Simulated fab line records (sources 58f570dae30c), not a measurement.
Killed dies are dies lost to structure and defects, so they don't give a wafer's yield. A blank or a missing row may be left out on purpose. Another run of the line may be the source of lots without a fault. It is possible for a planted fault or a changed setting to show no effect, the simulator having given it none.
Which of the tools did it? | flow berkeley cmos170 | 14 lots with 42 wafers sampled at 2 steps, on a route of 331 steps

## WHAT THE GAUGES SHOWED, per wafer
UCB170_SILICIDE_RS_MEAS_02: uses a four-point probe to measure. Usual: for SILICIDE_TI_RS the level is 26.1 ohm/sq and the standard deviation is 0.34.
lot  | measured     | on            | SILICIDE_TI_RS (ohm/sq) | flag
L659 | day 7 06:18  | film metro-02 | 26.3 26.2 26.7          |
L658 | day 7 06:32  | film metro-04 | 26.1 26.1 26.3          |
L661 | day 7 09:23  | film metro-02 | 26.3 25.7 25.9          |
L663 | day 7 22:06  | film metro-04 | 25.9 25.8 26.5          |
L664 | day 7 23:18  | film metro-01 | 26.6 26.1 25.9          |
L669 | day 8 23:05  | film metro-02 | 26.5 27.5 26.5          |
L667 | day 8 23:00  | film metro-04 | 26.3 26.4 26.4          |
L666 | day 9 00:20  | film metro-04 | 25.9 26.4 26.3          |
L668 | day 8 23:35  | film metro-01 | 25.9 26.4 26.2          |
L677 | day 10 05:45 | film metro-01 | 25.9 26.1 26.7          |
L678 | day 10 08:54 | film metro-04 | 26.1 25.5 26.4          |
L676 | day 10 09:03 | film metro-01 | 25.8 26.2 26.2          |
L679 | day 11 05:15 | film metro-02 | 26.0 26.3 26.2          |
L681 | day 11 09:32 | film metro-04 | 26.0 26.5 25.8          |

## WHICH TOOL RAN EACH LOT (tool, then ch and the chambers of the sampled wafers, then the start)
lot  | UCB170_PVT_STRIP_08
L659 | plasma asher-04 ch 0,1, day 5 23:56
L658 | plasma asher-03 ch 0,1, day 6 00:11
L661 | plasma asher-04 ch 0,1, day 6 11:20
L663 | plasma asher-01 ch 0,1, day 6 19:41
L664 | plasma asher-03 ch 0,1, day 6 22:56
L669 | plasma asher-03 ch 0,1, day 8 00:22
L667 | plasma asher-01 ch 0,1, day 8 00:28
L666 | plasma asher-03 ch 0,1, day 8 00:39
L668 | plasma asher-04 ch 0,1, day 8 01:12
L677 | plasma asher-03 ch 0,1, day 9 06:59
L678 | plasma asher-01 ch 1, day 9 07:40
L676 | plasma asher-04 ch 0,1, day 9 07:43
L679 | plasma asher-01 ch 0,1, day 9 20:52
L681 | plasma asher-03 ch 0,1, day 10 04:10
- UCB170_PVT_STRIP_08: strips in O2.

## AS READ BY THE TOOLS THEMSELVES (means over the sampled wafers that have a number; for cases with no such wafer, the mark the record gives instead)
UCB170_PVT_STRIP_08. Usual: drypump motor current A 5.5 A, standard deviation 0.36; oes product au 0.735 a.u., standard deviation 0.005; strip time to endpoint s 21.62 s, standard deviation 0.069.
lot  | tool            | drypump motor current A (A) | oes product au (a.u.) | strip time to endpoint s (s) | flag
L659 | plasma asher-04 | 5.7                         | 0.736                 | 21.60                        |
L658 | plasma asher-03 | 5.2                         | 0.732                 | 21.69                        |
L661 | plasma asher-04 | 5.9                         | 0.737                 | 21.65                        |
L663 | plasma asher-01 | 5.6                         | 0.733                 | 21.58                        |
L664 | plasma asher-03 | 5.2                         | 0.733                 | 21.55                        |
L669 | plasma asher-03 | 5.2                         | 0.735                 | 21.53                        |
L667 | plasma asher-01 | 5.6                         | 0.733                 | 21.61                        |
L666 | plasma asher-03 | 5.3                         | 0.731                 | 21.61                        |
L668 | plasma asher-04 | 5.7                         | 0.734                 | 21.62                        |
L677 | plasma asher-03 | 5.3                         | 0.733                 | 21.76                        |
L678 | plasma asher-01 | 5.8                         | 0.736                 | 21.62                        |
L676 | plasma asher-04 | 5.7                         | 0.735                 | 21.54                        |
L679 | plasma asher-01 | 5.4                         | 0.739                 | 21.55                        |
L681 | plasma asher-03 | 5.3                         | 0.737                 | 21.63                        |

## THE ANSWER, worked out from the rows above alone
Rule: lot off if the mean of its wafers having a number is beyond 3 standard deviations from the usual mean. Also off: a lot with no number at a reading for which 4 or more lots have one. The other lots that the step has rows for count as sound. After the gauges, taken in route order, come the tools' own readings; for these a lot's mean is taken, as printed above. At the first step where some lot is off, the reading lying furthest off is the one used; lots without a number count as furthest.
Nothing can be told from this: no lot is off at any reading shown.

## WHAT WAS PUT IN BY THE SIMULATOR
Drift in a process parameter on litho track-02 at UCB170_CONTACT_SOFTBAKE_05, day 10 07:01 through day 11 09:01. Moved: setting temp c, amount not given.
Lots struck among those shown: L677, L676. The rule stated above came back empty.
